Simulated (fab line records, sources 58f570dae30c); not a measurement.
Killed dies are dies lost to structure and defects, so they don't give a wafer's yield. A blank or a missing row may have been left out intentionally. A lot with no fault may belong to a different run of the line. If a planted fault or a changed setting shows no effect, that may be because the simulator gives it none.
Struck lot and sound lot, side by side / flow berkeleyCmos170 / 27 out of 331 route steps
Sound: these wafers, L185.1, L185.4, L185.6. The struck wafers were L196.1, L196.3, L196.4. The cause comes at the end.
Each step with rows lists, per side, the tool, then ch with its chambers, then its first start. Under that, the readings that differ: sound wafers / struck wafers / difference of the means / sigmas: that difference in standard deviations of wafers without a fault.
alike: same words and numbers on both sides, and readings whose means sit less than 2 such deviations apart. not compared: any withheld reading, any reading some wafer has no value for, any bound like >300 that may hide the same value, and any number with overlapping values for which the record gives no deviation.
The two part at a step that has a row with sigmas, a row that says differs or no value, or rows on one side only. Numbers that have no deviation but don't overlap get no sigmas and don't part them. A reading missing from all wafers of one side parts the sides only when that side holds two or more wafers.

UCB170_SPACER_THK_MEAS_01:
  sound on filmMetro-03, day 7 09:58; struck on filmMetro-01, day 9 08:42
  alike: SPACER_TEOS_THK
then, 1 step without rows for these wafers: UCB170_SPACER_ANNEAL_02 (time 1800 s).
UCB170_SPACER_ETCHBACK_03: etches SiO2 in CHF3/CF4/Ar, stops on Si, target depth 376 nm, time 100 s.
  sound on rieDiel-04 ch 0,2, day 7 15:04; struck on rieDiel-04 ch 0,2,3, day 9 17:43
  alike: cf4FlowSccm, drypumpMotorCurrentA, oesProductAu, throttleValvePct
  not compared: rfHoursCounterH
then, 6 steps without rows for these wafers: UCB170_PSD_HMDS_00 (prime time 60 s); UCB170_PSD_COAT_01 (resist thk 900 nm); UCB170_PSD_SOFTBAKE_02 (time 60 s); UCB170_PSD_EXPOSE_03 (exposes mask PSELECT MOD, target cd 1200 nm); UCB170_PSD_PEB_04; UCB170_PSD_DEVELOP_05 (develop time 45 s).
UCB170_PSD_CD_MEAS_06 targets a cd of 1200 nm.
  sound on cdSem-01, day 7 16:49; struck on cdSem-02, day 9 18:46
  alike: cdNm
UCB170_PSD_OVL_MEAS_07:
  sound on overlay-02, day 7 16:56; struck on overlay-01, day 9 18:53
  alike: PSD_OVL
next, for these wafers, 1 step has no rows: UCB170_PSD_IMPLANT_08.
UCB170_PSD_STRIP_09: strips in O2.
  sound on plasmaAsher-02 ch 0,1, day 7 17:07; struck on plasmaAsher-03 ch 0,1, day 9 19:04
  no value came back on the struck wafers for chamberPressureMTorr (mTorr), drypumpMotorCurrentA (A), oesProductAu (a.u.), stripTimeToEndpointS (s); on the sound wafers chamberPressureMTorr (mTorr) reads 3496 3500 3505
reading=model.KrF_of_PSD_COAT_01.thkNm (nm); sound=0 0 0; struck=888.7 887.3 888.3; difference=+888.1; sigmas=
  not compared: rfHoursCounterH
UCB170_PSD_TW_MEAS_10:
  sound on filmMetro-01, day 7 17:13; struck on filmMetro-01, day 9 19:10
  alike: PSD_TW
then, 7 steps without rows for these wafers: UCB170_PSD_CLEAN_11 (cleans in SPM, time 600 s); UCB170_NSD_HMDS_00 (prime time 60 s); UCB170_NSD_COAT_01 (resist thk 900 nm); UCB170_NSD_SOFTBAKE_02 (time 60 s); UCB170_NSD_EXPOSE_03 (exposes mask NSELECT MOD, target cd 1200 nm); UCB170_NSD_PEB_04; UCB170_NSD_DEVELOP_05 (develop time 45 s).
UCB170_NSD_CD_MEAS_06 targets a cd of 1200 nm.
  sound on cdSem-01, day 7 19:02; struck on cdSem-02, day 9 21:50
  alike: cdNm
UCB170_NSD_OVL_MEAS_07:
  sound on overlay-02, day 7 19:09; struck on overlay-02, day 9 21:57
  alike: NSD_OVL
next, for these wafers, 1 step has no rows: UCB170_NSD_IMPLANT_08.
UCB170_NSD_STRIP_09: strips in O2.
  sound on plasmaAsher-04 ch 0,1, day 7 19:20; struck on plasmaAsher-02 ch 0,1, day 9 22:08
reading=oesProductAu (a.u.); sound=0.525 0.545 0.535; struck=0.620 0.624 0.626; difference=+0.088; sigmas=+19
reading=stripTimeToEndpointS (s); sound=35.91 35.97 35.84; struck=62.09 62.00 62.01; difference=+26.13; sigmas=+99 or more
  alike: chamberPressureMTorr, drypumpMotorCurrentA
  not compared: rfHoursCounterH
UCB170_NSD_TW_MEAS_10:
  sound on filmMetro-04, day 7 19:26; struck on filmMetro-02, day 9 22:28
reading=NSD_TW; sound=4252 4272 4252; struck=30 30 30; difference=-4229; sigmas=-98
  not compared: hold
next, for these wafers, 1 step has no rows: UCB170_M3_PROBE_99.

== WHERE THEY PART ==
At UCB170_PSD_STRIP_09 first; at UCB170_NSD_TW_MEAS_10 last (within this record only).

WHY: what had been put in by the simulator
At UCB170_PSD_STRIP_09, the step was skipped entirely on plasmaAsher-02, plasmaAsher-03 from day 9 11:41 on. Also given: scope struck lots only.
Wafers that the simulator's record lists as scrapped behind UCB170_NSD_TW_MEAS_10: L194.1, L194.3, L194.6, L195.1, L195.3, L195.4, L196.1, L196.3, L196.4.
